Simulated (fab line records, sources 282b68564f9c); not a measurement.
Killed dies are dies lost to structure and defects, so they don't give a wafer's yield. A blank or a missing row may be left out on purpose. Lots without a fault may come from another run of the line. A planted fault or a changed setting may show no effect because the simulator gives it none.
Which tool did it? | flow rit_cmos | 15 lots, 45 wafers sampled, at 4 steps of a route of 202

WHAT THE GAUGES READ, wafer by wafer
RIT_NRETRO_TW_MEAS_10. Usual: NRETRO_TW 1048, standard deviation 5.
lot  | measured    | on            | NRETRO_TW      | flag
L944 | day 2 05:28 | film_metro-03 | 1042 1038 1044 |
L945 | day 2 11:49 | film_metro-02 | 1046 1042 1048 |
L946 | day 2 16:44 | film_metro-03 | 1041 1042 1044 |
L948 | day 3 02:55 | film_metro-03 | 1096 1095 1099 | OFF
L949 | day 3 07:17 | film_metro-03 | 1093 1095 1098 | OFF
L950 | day 3 12:13 | film_metro-04 | 1100 1095 1104 | OFF
L956 | day 4 17:26 | film_metro-04 | 1048 1048 1044 |
L957 | day 4 23:14 | film_metro-02 | 1049 1054 1053 |
L958 | day 5 05:41 | film_metro-04 | 1054 1054 1055 |
L962 | day 6 00:16 | film_metro-04 | 1045 1050 1050 |
L963 | day 6 05:29 | film_metro-02 | 1052 1051 1047 |
L964 | day 6 10:26 | film_metro-04 | 1044 1044 1045 |
L965 | day 6 14:31 | film_metro-04 | 1041 1042 1042 |
L966 | day 6 19:29 | film_metro-02 | 1046 1055 1056 |
L967 | day 7 00:23 | film_metro-02 | 1055 1055 1057 |

RIT_M1_BOW_MEAS_16. Usual: M1_BOW 16 um, standard deviation 7.1.
lot  | measured    | on            | M1_BOW (um) | flag
L944 | day 3 11:49 | film_metro-03 | 12 17 19    |
L945 | day 3 17:52 | film_metro-03 | 33 29 17    |
L946 | day 3 20:38 | film_metro-04 | 16 7 8      |
L948 | day 4 06:05 | film_metro-02 | 22 14 20    |
L949 | day 4 13:16 | film_metro-03 | 11 19 15    |
L950 | day 4 16:07 | film_metro-03 | -7 24 21    |
L956 | day 5 19:56 | film_metro-02 | 24 15 9     |
L957 | day 6 02:44 | film_metro-04 | 3 10 18     |
L958 | day 6 08:01 | film_metro-04 | 10 17 15    |
L962 | day 7 03:06 | film_metro-04 | 16 14 19    |
L963 | day 7 08:20 | film_metro-02 | 24 20 26    |
L964 | day 7 16:44 | film_metro-02 | 15 13 25    |
L965 | day 7 21:55 | film_metro-02 | -1 20 28    |
L966 | day 8 00:37 | film_metro-02 | 2 12 25     |
L967 | day 8 06:38 | film_metro-04 | 16 22 9     |

WHICH TOOL RAN EACH LOT (tool, then ch and the chambers of the sampled wafers, then the start)
lot  | RIT_NRETRO_IMPLANT_08          | RIT_NRETRO_STRIP_09
L944 | implanter-02 ch 0, day 2 05:10 | plasma_asher-03 ch 0,1, day 2 05:17
L945 | implanter-03 ch 0, day 2 11:29 | plasma_asher-01 ch 0,1, day 2 11:38
L946 | implanter-03 ch 0, day 2 16:25 | plasma_asher-03 ch 0,1, day 2 16:34
L948 | implanter-02 ch 0, day 3 02:36 | plasma_asher-01 ch 0,1, day 3 02:43
L949 | implanter-02 ch 0, day 3 06:58 | plasma_asher-04 ch 0,1, day 3 07:07
L950 | implanter-02 ch 0, day 3 11:54 | plasma_asher-04 ch 0,1, day 3 12:03
L956 | implanter-03 ch 0, day 4 17:08 | plasma_asher-04 ch 0,1, day 4 17:16
L957 | implanter-01 ch 0, day 4 22:57 | plasma_asher-04 ch 0,1, day 4 23:05
L958 | implanter-03 ch 0, day 5 05:22 | plasma_asher-03 ch 0,1, day 5 05:31
L962 | implanter-01 ch 0, day 5 23:56 | plasma_asher-01 ch 0,1, day 6 00:05
L963 | implanter-01 ch 0, day 6 05:06 | plasma_asher-03 ch 0,1, day 6 05:15
L964 | implanter-01 ch 0, day 6 10:08 | plasma_asher-04 ch 0,1, day 6 10:16
L965 | implanter-02 ch 0, day 6 14:12 | plasma_asher-03 ch 0, day 6 14:19
L966 | implanter-03 ch 0, day 6 19:10 | plasma_asher-03 ch 0,1, day 6 19:19
L967 | implanter-02 ch 0, day 7 00:04 | plasma_asher-04 ch 0,1, day 7 00:11
- RIT_NRETRO_IMPLANT_08
- RIT_NRETRO_STRIP_09: strips in O2, time 180 s.

WHAT THE TOOLS THEMSELVES READ (means of the sampled wafers that have a number; where no wafer has one, the mark that the record gives instead)
RIT_NRETRO_IMPLANT_08. Usual: dose_ions_cm2 1.0001e+13, standard deviation 1.1e+10; end_station_pressure_torr 5.04e-06 Torr, standard deviation 2.7e-07; faraday_current_uA 31.8, standard deviation 0.67.
lot  | tool         | dose_ions_cm2 | end_station_pressure_torr (Torr) | faraday_current_uA | flag
L944 | implanter-02 | 9.9997e+12    | 5.17e-06                         | 31.9               |
L945 | implanter-03 | 9.9947e+12    | 5.01e-06                         | 31.9               |
L946 | implanter-03 | 1.0006e+13    | 4.83e-06                         | 31.8               |
L948 | implanter-02 | 1.1515e+13    | 4.98e-06                         | 37.0               | OFF
L949 | implanter-02 | 1.1542e+13    | 5.05e-06                         | 37.2               | OFF
L950 | implanter-02 | 1.1537e+13    | 5.26e-06                         | 36.4               | OFF
L956 | implanter-03 | 9.9957e+12    | 4.89e-06                         | 32.2               |
L957 | implanter-01 | 1.0007e+13    | 4.90e-06                         | 32.0               |
L958 | implanter-03 | 9.9970e+12    | 5.10e-06                         | 32.0               |
L962 | implanter-01 | 1.0005e+13    | 5.04e-06                         | 31.8               |
L963 | implanter-01 | 1.0005e+13    | 5.08e-06                         | 32.0               |
L964 | implanter-01 | 1.0009e+13    | 5.02e-06                         | 31.3               |
L965 | implanter-02 | 1.0003e+13    | 5.20e-06                         | 32.0               |
L966 | implanter-03 | 1.0002e+13    | 5.03e-06                         | 32.1               |
L967 | implanter-02 | 9.9963e+12    | 5.15e-06                         | 32.0               |

RIT_NRETRO_STRIP_09. Usual: drypump_motor_current_A 5.5 A, standard deviation 0.31.
lot  | tool            | drypump_motor_current_A (A) | flag
L944 | plasma_asher-03 | 5.7                         |
L945 | plasma_asher-01 | 5.6                         |
L946 | plasma_asher-03 | 5.5                         |
L948 | plasma_asher-01 | 5.6                         |
L949 | plasma_asher-04 | 5.5                         |
L950 | plasma_asher-04 | 5.5                         |
L956 | plasma_asher-04 | 5.3                         |
L957 | plasma_asher-04 | 5.5                         |
L958 | plasma_asher-03 | 5.7                         |
L962 | plasma_asher-01 | 5.6                         |
L963 | plasma_asher-03 | 5.5                         |
L964 | plasma_asher-04 | 5.3                         |
L965 | plasma_asher-03 | 5.2                         |
L966 | plasma_asher-03 | 5.5                         |
L967 | plasma_asher-04 | 5.3                         |

THE ANSWER, worked out from the rows above alone
Rule: a lot is off if the mean of its wafers that have a number lies more than 3 standard deviations from the usual mean. A lot without any number at a reading at which 4 lots or more have one is off too. The other lots that the step has rows for count as sound. The gauges are gone through in route order, then the tools' own readings, and for those a lot's mean is taken as printed above. The first step at which some lot is off is used, and at that step the reading that is off furthest; a lot without a number counts as furthest.
Off: L948, L949, L950, at RIT_NRETRO_TW_MEAS_10 (NRETRO_TW).
A tool fits if, at a process step before that reading, it ran every lot that is off, and no sound lot after the first of them. The gauges at RIT_NRETRO_TW_MEAS_10 aren't tried: what is off there is off at RIT_NRETRO_IMPLANT_08 too, on other tools, and a gauge's error can't cause that. None of those tried fits.

WHAT THE SIMULATOR HAD PUT IN
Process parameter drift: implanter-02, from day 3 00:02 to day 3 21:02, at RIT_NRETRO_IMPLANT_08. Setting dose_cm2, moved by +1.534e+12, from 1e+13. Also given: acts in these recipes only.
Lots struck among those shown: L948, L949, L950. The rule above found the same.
